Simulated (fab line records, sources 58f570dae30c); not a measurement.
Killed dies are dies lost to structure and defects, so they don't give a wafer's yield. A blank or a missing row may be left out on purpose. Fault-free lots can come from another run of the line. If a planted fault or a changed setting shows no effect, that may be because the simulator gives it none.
Split-lot trial | flow berkeley-cmos170 | 23 wafers read from 5 lots, route of 331 steps

## ABOUT THE SPLIT
At UCB170_GATE_PEB_10, the setting peb-temp-c was moved away from the recipe's 130 C on 9 of the 23 wafers read, by -2.6% to +2.6%. For the rest of the wafers, this setting stayed at what the recipe calls for.

## FROM THE SPLIT TO THE READING: what the file shows between them, 5 steps
- UCB170_GATE_DEVELOP_11: develop time 45 s
- UCB170_GATE_CD_MEAS_12: target cd 350 nm
- UCB170_GATE_ETCH_14: etches BARC in N2/H2
- UCB170_GATE_ETCH_15: etches poly-Si in HBr/Cl2, stops on SiO2, time 56.3 s, target depth 278.2 nm
- UCB170_GATE_STRIP_16: strips in O2

## THE READING
At UCB170_GATE_CD_MEAS_90: cd-nm in nanometres, against a target cd of 350 nm. Typical for fault-free wafers on this fab line: 349.8 nm, with standard deviation 1.4 nm.

wafer  | tool, chamber at the split | peb-temp-c as run, C | against the recipe | cd-nm, nm | against lot-mates on the recipe
L074.2 | litho-track-01, 0          | 133.4                | +2.6%              | 332.0     | -19.3
L074.3 | litho-track-01, 0          | 133.4                | +2.6%              | 330.9     | -20.4
L074.4 | litho-track-01, 0          | 130                  | recipe             | 350.7     | -
L074.5 | litho-track-01, 0          | 130                  | recipe             | 352.8     | -
L074.6 | litho-track-01, 0          | 130                  | recipe             | 350.3     | -
L077.1 | litho-track-02, 0          | 130                  | recipe             | 349.3     | -
L077.3 | litho-track-02, 0          | 131                  | +0.8%              | 342.6     | -6.4
L077.4 | litho-track-02, 0          | 131                  | +0.8%              | 343.0     | -6.1
L077.5 | litho-track-02, 0          | 130                  | recipe             | 348.8     | -
L077.6 | litho-track-02, 0          | 131                  | +0.8%              | 344.0     | -5.1
L078.1 | litho-track-03, 0          | 130                  | recipe             | 351.2     | -
L078.2 | litho-track-03, 0          | 130                  | recipe             | 350.7     | -
L078.3 | litho-track-03, 0          | 132.5                | +1.9%              | 335.9     | -15.2
L078.4 | litho-track-03, 0          | 130                  | recipe             | 351.4     | -
L078.6 | litho-track-03, 0          | 132.5                | +1.9%              | 337.4     | -13.7
L082.1 | litho-track-03, 0          | 130                  | recipe             | 348.5     | -
L082.3 | litho-track-03, 0          | 130                  | recipe             | 349.6     | -
L082.4 | litho-track-03, 0          | 130                  | recipe             | 350.0     | -
L083.1 | litho-track-03, 0          | 126.6                | -2.6%              | 375.3     | +26.1
L083.2 | litho-track-03, 0          | 126.6                | -2.6%              | 374.3     | +25.1
L083.3 | litho-track-03, 0          | 130                  | recipe             | 349.8     | -
L083.5 | litho-track-03, 0          | 130                  | recipe             | 349.7     | -
L083.6 | litho-track-03, 0          | 130                  | recipe             | 348.1     | -

FIT RESULTS
A straight line over all 23 wafers: cd-nm changes by -8.16 nm for each +1% of peb-temp-c; r = -0.99; the points scatter about the line by 1.7 nm.
The same after taking each lot's own level away (the mean of its wafers on the recipe; 23 wafers): -8.52 nm for each +1%; r = -0.99; scatter 1.4 nm.
Per that fit: largest peb-temp-c move, reading shift of 22 nm.
The span of the lots' own levels, 349.05 to 351.27 nm, comes to 1.6 times the standard deviation stated above.
The two slopes agree, so the slope changes little with the lot-to-lot level.
Check: with one of the wafers moved furthest among these (+2.6%) left out of the fit, the line predicts -22.1 nm for it against its lot-mates. Against them it came out at -19.3 nm.

## THE WHOLE CHAIN: every reading that the file lists as answering this split, in the file's order
step                   | what it does                                                                 | reading                                                     | change (the file's fit)              | r (the file's)
UCB170_GATE_CD_MEAS_12 | target cd 350 nm                                                             | cd-nm                                                       | -8.32 nm for each +1% of the setting | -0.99
UCB170_GATE_ETCH_15    | etches poly-Si in HBr/Cl2, stops on SiO2, time 56.3 s, target depth 278.2 nm | GATE.cd-nm (the simulator's own value, which no gauge read) | -8.33 nm for each +1% of the setting | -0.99
UCB170_GATE_CD_MEAS_90 | target cd 350 nm                                                             | cd-nm                                                       | -8.4 nm for each +1% of the setting  | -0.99

## FILE'S OWN FIT
cd-nm changes by -8.4 nm for each +1% of peb-temp-c, r = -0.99.
